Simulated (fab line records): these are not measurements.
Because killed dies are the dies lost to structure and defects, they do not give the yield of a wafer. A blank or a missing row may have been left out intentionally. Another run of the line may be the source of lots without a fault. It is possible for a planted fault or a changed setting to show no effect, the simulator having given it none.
fab line records || flow berkeleyCmos170
[record] {"lots": 15, "wafers": 45, "lastDay": 12}
route steps=331 shown CONTACT@228
lots that met no fault: from a run of the same line without faults
startH: start of the lot's first displayed wafer, in hours after the record's first day || waitH: how many hours have passed since the lot's step before this one || " repeats the value in the row above || L1.1+2: several wafers, shown together as one row || - either no value or no given start || * or withheld: withheld || < > ~ a bound
route shown NAME@n: NAME is a module with steps in the file, n the number in the route of the first one || usual: mean and standard deviation over wafers with no fault || same: alike in all rows || chamber/n: place in a boat || sites: each site's reading || _std_site: their standard deviation || _edge_site: outer sites' mean less inner sites' || radiusMm: how far each site lies from the wafer's centre || mask NAME#n: copy n || behind: the last tool/chamber to shape the wafer || hold: cause of the lot's hold/its duration in hours/its outcome || device: names the non-switching transistor (n, p or np) || end of line: at the end of the route, the tests of the same wafers || a step given without rows: its recipe and nothing more || killed: at the first sort, the dies lost to defects and structure; wafer yield is something else || map: a wafer's dies, marking killed ones x, the rest . and places with no die _
set.NAME: the setting as run; set.NAME@STEP: as run at that earlier step || model.NAME: the simulator's own value behind a step, which no gauge read
route steps across a sampled set of lots; one table per step, one row per wafer
services: the hour from which a tool's chamber was out of use, counted from the record's first day as startH (under 0 if before that day), plus the number of hours and why
[[steps]]
[step UCB170_CONTACT_EXPOSE_12]
[recipe] {"maskId": "CONT", "targetCdNm": 700, "na": 0.5, "sigmaOuter": 0.6, "sourceShape": "conventional", "doseMj": 35}
[usual] {"exposureDoseMJCm2": "34.98/0.035", "focusOffsetNm": "0.1/0.53", "reticleTempC": "23.01/0.11"}
{"lot.wafer": "L740.2", "tool": "krfScanner-02", "chamber": 0, "startH": 145.89, "waitH": "-", "mask": "CONT#0", "exposureDoseMJCm2": 35.00, "focusOffsetNm": 0.0, "reticleTempC": 23.14}
{"lot.wafer": "L740.3", "tool": "krfScanner-02", "chamber": 0, "startH": 145.89, "waitH": "-", "mask": "CONT#0", "exposureDoseMJCm2": 34.97, "focusOffsetNm": 0.2, "reticleTempC": 23.09}
{"lot.wafer": "L740.4", "tool": "krfScanner-02", "chamber": 0, "startH": 145.89, "waitH": "-", "mask": "CONT#0", "exposureDoseMJCm2": 34.98, "focusOffsetNm": 0.2, "reticleTempC": 22.97}
{"lot.wafer": "L742.1", "tool": "krfScanner-02", "chamber": 0, "startH": 159.84, "waitH": "-", "mask": "CONT#0", "exposureDoseMJCm2": 34.93, "focusOffsetNm": -0.3, "reticleTempC": 23.19}
{"lot.wafer": "L742.3", "tool": "krfScanner-02", "chamber": 0, "startH": 159.84, "waitH": "-", "mask": "CONT#0", "exposureDoseMJCm2": 34.95, "focusOffsetNm": -0.2, "reticleTempC": 23.06}
{"lot.wafer": "L742.5", "tool": "krfScanner-02", "chamber": 0, "startH": 159.84, "waitH": "-", "mask": "CONT#0", "exposureDoseMJCm2": 34.90, "focusOffsetNm": 0.0, "reticleTempC": 23.08}
{"lot.wafer": "L745.2", "tool": "krfScanner-02", "chamber": 0, "startH": 177.76, "waitH": "-", "mask": "CONT#0", "exposureDoseMJCm2": 35.02, "focusOffsetNm": 0.4, "reticleTempC": 22.95}
{"lot.wafer": "L745.3", "tool": "krfScanner-02", "chamber": 0, "startH": 177.76, "waitH": "-", "mask": "CONT#0", "exposureDoseMJCm2": 35.00, "focusOffsetNm": 0.5, "reticleTempC": 22.89}
{"lot.wafer": "L745.6", "tool": "krfScanner-02", "chamber": 0, "startH": 177.76, "waitH": "-", "mask": "CONT#0", "exposureDoseMJCm2": 35.04, "focusOffsetNm": -0.1, "reticleTempC": 22.98}
{"lot.wafer": "L744.4", "tool": "krfScanner-02", "chamber": 0, "startH": 178.25, "waitH": "-", "mask": "CONT#0", "exposureDoseMJCm2": 34.96, "focusOffsetNm": -0.8, "reticleTempC": 23.22}
{"lot.wafer": "L744.5", "tool": "krfScanner-02", "chamber": 0, "startH": 178.25, "waitH": "-", "mask": "CONT#0", "exposureDoseMJCm2": 34.91, "focusOffsetNm": -0.2, "reticleTempC": 23.03}
{"lot.wafer": "L744.6", "tool": "krfScanner-02", "chamber": 0, "startH": 178.25, "waitH": "-", "mask": "CONT#0", "exposureDoseMJCm2": 34.94, "focusOffsetNm": 0.6, "reticleTempC": 23.13}
{"lot.wafer": "L748.3", "tool": "krfScanner-01", "chamber": 0, "startH": 193.40, "waitH": "-", "mask": "CONT#0", "exposureDoseMJCm2": 34.98, "focusOffsetNm": -0.3, "reticleTempC": 23.17}
{"lot.wafer": "L748.4", "tool": "krfScanner-01", "chamber": 0, "startH": 193.40, "waitH": "-", "mask": "CONT#0", "exposureDoseMJCm2": 34.98, "focusOffsetNm": -0.2, "reticleTempC": 23.22}
{"lot.wafer": "L748.5", "tool": "krfScanner-01", "chamber": 0, "startH": 193.40, "waitH": "-", "mask": "CONT#0", "exposureDoseMJCm2": 35.03, "focusOffsetNm": -1.0, "reticleTempC": 23.10}
{"lot.wafer": "L752.4", "tool": "krfScanner-01", "chamber": 0, "startH": 206.64, "waitH": "-", "mask": "CONT#0", "exposureDoseMJCm2": 35.05, "focusOffsetNm": 0.4, "reticleTempC": 22.98}
{"lot.wafer": "L752.5", "tool": "krfScanner-01", "chamber": 0, "startH": 206.64, "waitH": "-", "mask": "CONT#0", "exposureDoseMJCm2": 35.01, "focusOffsetNm": 0.2, "reticleTempC": 23.08}
{"lot.wafer": "L752.6", "tool": "krfScanner-01", "chamber": 0, "startH": 206.64, "waitH": "-", "mask": "CONT#0", "exposureDoseMJCm2": 35.02, "focusOffsetNm": 0.7, "reticleTempC": 23.23}
{"lot.wafer": "L750.3", "tool": "krfScanner-01", "chamber": 0, "startH": 207.99, "waitH": "-", "mask": "CONT#0", "exposureDoseMJCm2": 34.96, "focusOffsetNm": -0.1, "reticleTempC": 22.99}
{"lot.wafer": "L750.4", "tool": "krfScanner-01", "chamber": 0, "startH": 207.99, "waitH": "-", "mask": "CONT#0", "exposureDoseMJCm2": 35.01, "focusOffsetNm": 0.6, "reticleTempC": 22.92}
{"lot.wafer": "L750.5", "tool": "krfScanner-01", "chamber": 0, "startH": 207.99, "waitH": "-", "mask": "CONT#0", "exposureDoseMJCm2": 35.01, "focusOffsetNm": 0.4, "reticleTempC": 22.94}
{"lot.wafer": "L753.3", "tool": "krfScanner-02", "chamber": 0, "startH": 208.37, "waitH": "-", "mask": "CONT#0", "exposureDoseMJCm2": 35.00, "focusOffsetNm": 0.0, "reticleTempC": 22.91}
{"lot.wafer": "L753.5", "tool": "krfScanner-02", "chamber": 0, "startH": 208.37, "waitH": "-", "mask": "CONT#0", "exposureDoseMJCm2": 34.96, "focusOffsetNm": -0.7, "reticleTempC": 22.95}
{"lot.wafer": "L753.6", "tool": "krfScanner-02", "chamber": 0, "startH": 208.37, "waitH": "-", "mask": "CONT#0", "exposureDoseMJCm2": 34.98, "focusOffsetNm": 1.5, "reticleTempC": 23.03}
{"lot.wafer": "L756.3", "tool": "krfScanner-01", "chamber": "-", "startH": 226.41, "waitH": "-", "mask": "CONT#0", "exposureDoseMJCm2": "-", "focusOffsetNm": "-", "reticleTempC": "-"}
{"lot.wafer": "L756.5", "tool": "krfScanner-01", "chamber": "-", "startH": 226.41, "waitH": "-", "mask": "CONT#0", "exposureDoseMJCm2": "-", "focusOffsetNm": "-", "reticleTempC": "-"}
{"lot.wafer": "L756.6", "tool": "krfScanner-01", "chamber": "-", "startH": 226.41, "waitH": "-", "mask": "CONT#0", "exposureDoseMJCm2": "-", "focusOffsetNm": "-", "reticleTempC": "-"}
{"lot.wafer": "L758.3", "tool": "krfScanner-01", "chamber": "-", "startH": 239.70, "waitH": "-", "mask": "CONT#0", "exposureDoseMJCm2": "-", "focusOffsetNm": "-", "reticleTempC": "-"}
{"lot.wafer": "L758.4", "tool": "krfScanner-01", "chamber": "-", "startH": 239.70, "waitH": "-", "mask": "CONT#0", "exposureDoseMJCm2": "-", "focusOffsetNm": "-", "reticleTempC": "-"}
{"lot.wafer": "L758.6", "tool": "krfScanner-01", "chamber": "-", "startH": 239.70, "waitH": "-", "mask": "CONT#0", "exposureDoseMJCm2": "-", "focusOffsetNm": "-", "reticleTempC": "-"}
{"lot.wafer": "L759.3", "tool": "krfScanner-02", "chamber": "-", "startH": 246.58, "waitH": "-", "mask": "CONT#0", "exposureDoseMJCm2": "-", "focusOffsetNm": "-", "reticleTempC": "-"}
{"lot.wafer": "L759.4", "tool": "krfScanner-02", "chamber": "-", "startH": 246.58, "waitH": "-", "mask": "CONT#0", "exposureDoseMJCm2": "-", "focusOffsetNm": "-", "reticleTempC": "-"}
{"lot.wafer": "L759.6", "tool": "krfScanner-02", "chamber": "-", "startH": 246.58, "waitH": "-", "mask": "CONT#0", "exposureDoseMJCm2": "-", "focusOffsetNm": "-", "reticleTempC": "-"}
{"lot.wafer": "L760.3", "tool": "krfScanner-02", "chamber": 0, "startH": 250.50, "waitH": "-", "mask": "CONT#0", "exposureDoseMJCm2": 35.04, "focusOffsetNm": 0.4, "reticleTempC": 23.01}
{"lot.wafer": "L760.5", "tool": "krfScanner-02", "chamber": 0, "startH": 250.50, "waitH": "-", "mask": "CONT#0", "exposureDoseMJCm2": 35.04, "focusOffsetNm": 0.5, "reticleTempC": 23.16}
{"lot.wafer": "L760.6", "tool": "krfScanner-02", "chamber": 0, "startH": 250.50, "waitH": "-", "mask": "CONT#0", "exposureDoseMJCm2": 35.06, "focusOffsetNm": 0.4, "reticleTempC": 23.04}
{"lot.wafer": "L761.2", "tool": "krfScanner-02", "chamber": 0, "startH": 250.59, "waitH": "-", "mask": "CONT#0", "exposureDoseMJCm2": 35.03, "focusOffsetNm": 0.0, "reticleTempC": 22.95}
{"lot.wafer": "L761.4", "tool": "krfScanner-02", "chamber": 0, "startH": 250.59, "waitH": "-", "mask": "CONT#0", "exposureDoseMJCm2": 34.96, "focusOffsetNm": 0.0, "reticleTempC": 22.91}
{"lot.wafer": "L761.5", "tool": "krfScanner-02", "chamber": 0, "startH": 250.59, "waitH": "-", "mask": "CONT#0", "exposureDoseMJCm2": 34.97, "focusOffsetNm": 0.7, "reticleTempC": 22.93}
{"lot.wafer": "L762.1", "tool": "krfScanner-02", "chamber": 0, "startH": 255.32, "waitH": "-", "mask": "CONT#0", "exposureDoseMJCm2": 35.00, "focusOffsetNm": 0.0, "reticleTempC": 23.03}
{"lot.wafer": "L762.2", "tool": "krfScanner-02", "chamber": 0, "startH": 255.32, "waitH": "-", "mask": "CONT#0", "exposureDoseMJCm2": 34.99, "focusOffsetNm": -0.2, "reticleTempC": 22.89}
{"lot.wafer": "L762.6", "tool": "krfScanner-02", "chamber": 0, "startH": 255.32, "waitH": "-", "mask": "CONT#0", "exposureDoseMJCm2": 34.98, "focusOffsetNm": -0.5, "reticleTempC": 22.74}
{"lot.wafer": "L763.1", "tool": "krfScanner-02", "chamber": 0, "startH": 257.69, "waitH": "-", "mask": "CONT#0", "exposureDoseMJCm2": 34.98, "focusOffsetNm": 0.6, "reticleTempC": 23.05}
{"lot.wafer": "L763.4", "tool": "krfScanner-02", "chamber": 0, "startH": 257.69, "waitH": "-", "mask": "CONT#0", "exposureDoseMJCm2": 34.94, "focusOffsetNm": 1.3, "reticleTempC": 23.10}
{"lot.wafer": "L763.6", "tool": "krfScanner-02", "chamber": 0, "startH": 257.69, "waitH": "-", "mask": "CONT#0", "exposureDoseMJCm2": 34.97, "focusOffsetNm": 0.4, "reticleTempC": 23.09}
[[services]]
{"tool": "krfScanner-02", "chamber": "-", "startH": 154.75, "hours": 3.7, "kind": "repair"}
{"tool": "krfScanner-02", "chamber": "-", "startH": 158.40, "hours": 0.8, "kind": "pm"}
{"tool": "krfScanner-01", "chamber": "-", "startH": 163.39, "hours": 0.8, "kind": "pm"}
{"tool": "krfScanner-02", "chamber": "-", "startH": 165.10, "hours": 0.6, "kind": "repair"}
{"tool": "krfScanner-01", "chamber": "-", "startH": 172.29, "hours": 1.3, "kind": "pm"}
{"tool": "krfScanner-02", "chamber": "-", "startH": 176.28, "hours": 0.1, "kind": "repair"}
{"tool": "krfScanner-02", "chamber": "-", "startH": 179.69, "hours": 8.9, "kind": "repair"}
{"tool": "krfScanner-02", "chamber": "-", "startH": 204.16, "hours": 3.3, "kind": "repair"}
{"tool": "krfScanner-02", "chamber": "-", "startH": 214.35, "hours": 0.2, "kind": "repair"}
{"tool": "krfScanner-02", "chamber": "-", "startH": 226.32, "hours": 1.3, "kind": "pm"}
{"tool": "krfScanner-02", "chamber": "-", "startH": 230.01, "hours": 3.6, "kind": "pm"}
{"tool": "krfScanner-01", "chamber": "-", "startH": 243.26, "hours": 4.0, "kind": "pm"}
{"tool": "krfScanner-01", "chamber": "-", "startH": 250.04, "hours": 9.9, "kind": "repair"}
{"tool": "krfScanner-01", "chamber": "-", "startH": 250.38, "hours": 0.5, "kind": "repair"}
[[key]]
[firstSign] {"step": "UCB170_CONTACT_EXPOSE_12", "reading": "toolRecord", "direction": "missing"}
effect none on later readings
metAt UCB170_CONTACT_EXPOSE_12
struckLots L756,L758,L759
laterRowsLeftOut L756.3,L756.5,L756.6,L758.3,L758.4,L758.6,L759.3,L759.4,L759.6
sortLeftOut L756.3,L756.5,L756.6,L758.3,L758.4,L758.6,L759.3,L759.4,L759.6
testerLeftOut L756,L758,L759
onsetBetween 208.37 226.41
[fault] {"kind": "skippedStepWhole", "tool": "krfScanner-01,krfScanner-02", "chamber": "-", "onsetH": 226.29, "steps": "UCB170_CONTACT_EXPOSE_12", "scope": "struckLotsOnly"}
// testerLeftOut: of these lots the tester's yield and bins aren't shown, on N5 and GAA mostly nor the transistor test; their killed dies are dies lost to structure and defects alone, not to doping, threshold or leakage, so they don't give the yield
// sortLeftOut: the simulated sort isn't trusted on such a fault, so these wafers' sort isn't shown, and their yield isn't known
// laterRowsLeftOut: the simulator's readings of these wafers behind a module that went badly wrong aren't trusted and aren't shown, but for the sort
